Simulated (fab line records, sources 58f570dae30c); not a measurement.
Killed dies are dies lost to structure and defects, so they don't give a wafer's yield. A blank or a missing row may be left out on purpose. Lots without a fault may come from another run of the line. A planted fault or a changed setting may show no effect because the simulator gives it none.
Which tool did it? | flow berkeley_cmos170 | 13 lots, 39 wafers sampled, at 4 steps of a route of 331

WHAT THE GAUGES READ, wafer by wafer
UCB170_M1_CD_MEAS_09: target cd 700 nm. Usual: cd_nm 700.1 nm, standard deviation 1.2.
lot  | measured     | on        | cd_nm (nm)                          | flag
L515 | day 8 15:49  | cd_sem-01 | 701.6 700.5 700.7                   |
L514 | day 8 17:40  | cd_sem-02 | 698.0 696.0 698.1                   |
L517 | day 9 01:39  | cd_sem-01 | 700.0 699.1 699.5                   |
L520 | day 9 04:59  | cd_sem-02 | 698.8 699.2 700.5                   |
L521 | day 10 01:22 | cd_sem-02 | 614.5 615.5 616.1 614.1 615.5 615.5 | OFF
L522 | day 10 01:34 | cd_sem-02 | 698.7 699.4 700.6                   |
L523 | day 10 02:42 | cd_sem-01 | 702.1 700.8 702.0                   |
L530 | day 11 15:36 | cd_sem-01 | 701.6 700.1 700.9                   |
L529 | day 11 16:07 | cd_sem-02 | 700.6 699.3 700.5                   |
L532 | day 12 08:09 | cd_sem-02 | 697.7 698.3 698.1                   |
L534 | day 12 22:08 | cd_sem-01 | 699.7 699.0 701.7                   |
L535 | day 12 22:25 | cd_sem-01 | 698.6 699.3 698.6                   |
L537 | day 13 07:29 | cd_sem-02 | 701.2 699.4 699.7                   |

UCB170_V2_THK_MEAS_01. Usual: V2_TEOS_THK 2004 nm, standard deviation 24.
lot  | measured     | on            | V2_TEOS_THK (nm) | flag
L515 | day 8 23:27  | film_metro-04 | 1997 2021 2030   |
L514 | day 9 01:41  | film_metro-04 | 1984 2029 2022   |
L517 | day 9 12:59  | film_metro-02 | 1996 1995 2021   |
L520 | day 9 18:45  | film_metro-01 | 1973 1972 2021   |
L522 | day 10 10:11 | film_metro-01 | 1984 2014 2006   |
L523 | day 10 11:06 | film_metro-01 | 1989 2030 2045   |
L530 | day 12 03:01 | film_metro-04 | 2003 1986 2010   |
L529 | day 12 04:19 | film_metro-04 | 1988 2012 2024   |
L532 | day 12 15:07 | film_metro-01 | 2011 2037 2026   |
L534 | day 13 04:58 | film_metro-01 | 1973 2031 2061   |
L535 | day 13 06:46 | film_metro-04 | 1980 2011 2040   |
L537 | day 13 15:13 | film_metro-04 | 1955 1953 1973   |

WHICH TOOL RAN EACH LOT (tool, then ch and the chambers of the sampled wafers, then the start)
lot  | UCB170_M1_EXPOSE_06               | UCB170_V1_ETCH_14
L515 | krf_scanner-01 ch 0, day 8 15:03  | rie_diel-02 ch 0,3, day 8 19:44
L514 | krf_scanner-01 ch 0, day 8 16:44  | rie_diel-01 ch 0,1,2, day 8 21:50
L517 | krf_scanner-01 ch 0, day 9 01:14  | rie_diel-01 ch 0,1, day 9 06:35
L520 | krf_scanner-01 ch 0, day 9 04:20  | rie_diel-04 ch 1,2,3, day 9 12:47
L521 | krf_scanner-01 ch 0, day 10 00:58 | -
L522 | krf_scanner-01 ch 0, day 10 01:11 | rie_diel-01 ch 1,2,3, day 10 06:46
L523 | krf_scanner-02 ch 0, day 10 02:19 | rie_diel-02 ch 0,1,3, day 10 08:02
L530 | krf_scanner-01 ch 0, day 11 15:03 | rie_diel-01 ch 0,3, day 11 23:32
L529 | krf_scanner-02 ch 0, day 11 15:22 | rie_diel-04 ch 0,1,3, day 11 23:49
L532 | krf_scanner-01 ch 0, day 12 07:22 | rie_diel-02 ch 1,2,3, day 12 11:59
L534 | krf_scanner-02 ch 0, day 12 21:27 | rie_diel-01 ch 1,2,3, day 13 01:53
L535 | krf_scanner-02 ch 0, day 12 21:47 | rie_diel-01 ch 0,1,3, day 13 03:29
L537 | krf_scanner-01 ch 0, day 13 07:06 | rie_diel-01 ch 0,1,2, day 13 12:00
- UCB170_M1_EXPOSE_06: exposes mask METAL1, target cd 700 nm.
- UCB170_V1_ETCH_14: etches SiO2 in CHF3/CF4/Ar, stops on Al, target depth 1250 nm, time 291 s.

WHAT THE TOOLS THEMSELVES READ (means of the sampled wafers that have a number; where no wafer has one, the mark that the record gives instead)
UCB170_V1_ETCH_14. Usual: drypump_motor_current_A 5.9 A, standard deviation 0.53; oes_product_au 0.876 a.u., standard deviation 0.013; throttle_valve_pct 6.92 %, standard deviation 0.078.
lot  | tool        | drypump_motor_current_A (A) | oes_product_au (a.u.) | throttle_valve_pct (%) | flag
L515 | rie_diel-02 | 6.0                         | 0.877                 | 6.98                   |
L514 | rie_diel-01 | 6.1                         | 0.865                 | 6.90                   |
L517 | rie_diel-01 | 6.3                         | 0.874                 | 6.85                   |
L520 | rie_diel-04 | 5.9                         | 0.880                 | 6.91                   |
L522 | rie_diel-01 | 5.6                         | 0.861                 | 6.89                   |
L523 | rie_diel-02 | 6.1                         | 0.879                 | 6.93                   |
L530 | rie_diel-01 | 6.0                         | 0.881                 | 6.93                   |
L529 | rie_diel-04 | 5.8                         | 0.881                 | 6.93                   |
L532 | rie_diel-02 | 6.1                         | 0.883                 | 6.97                   |
L534 | rie_diel-01 | 5.6                         | 0.869                 | 6.90                   |
L535 | rie_diel-01 | 5.9                         | 0.877                 | 6.89                   |
L537 | rie_diel-01 | 6.1                         | 0.870                 | 6.89                   |

THE ANSWER, worked out from the rows above alone
Rule: a lot is off if the mean of its wafers that have a number lies more than 3 standard deviations from the usual mean. A lot without any number at a reading at which 4 lots or more have one is off too. The other lots that the step has rows for count as sound. The gauges are gone through in route order, then the tools' own readings, and for those a lot's mean is taken as printed above. The first step at which some lot is off is used, and at that step the reading that is off furthest; a lot without a number counts as furthest.
Off: L521, at UCB170_M1_CD_MEAS_09 (cd_nm).
A tool fits if, at a process step before that reading, it ran every lot that is off, and no sound lot after the first of them. The gauges at UCB170_M1_CD_MEAS_09 are tried like those tools. None of those tried fits.

WHAT THE SIMULATOR HAD PUT IN
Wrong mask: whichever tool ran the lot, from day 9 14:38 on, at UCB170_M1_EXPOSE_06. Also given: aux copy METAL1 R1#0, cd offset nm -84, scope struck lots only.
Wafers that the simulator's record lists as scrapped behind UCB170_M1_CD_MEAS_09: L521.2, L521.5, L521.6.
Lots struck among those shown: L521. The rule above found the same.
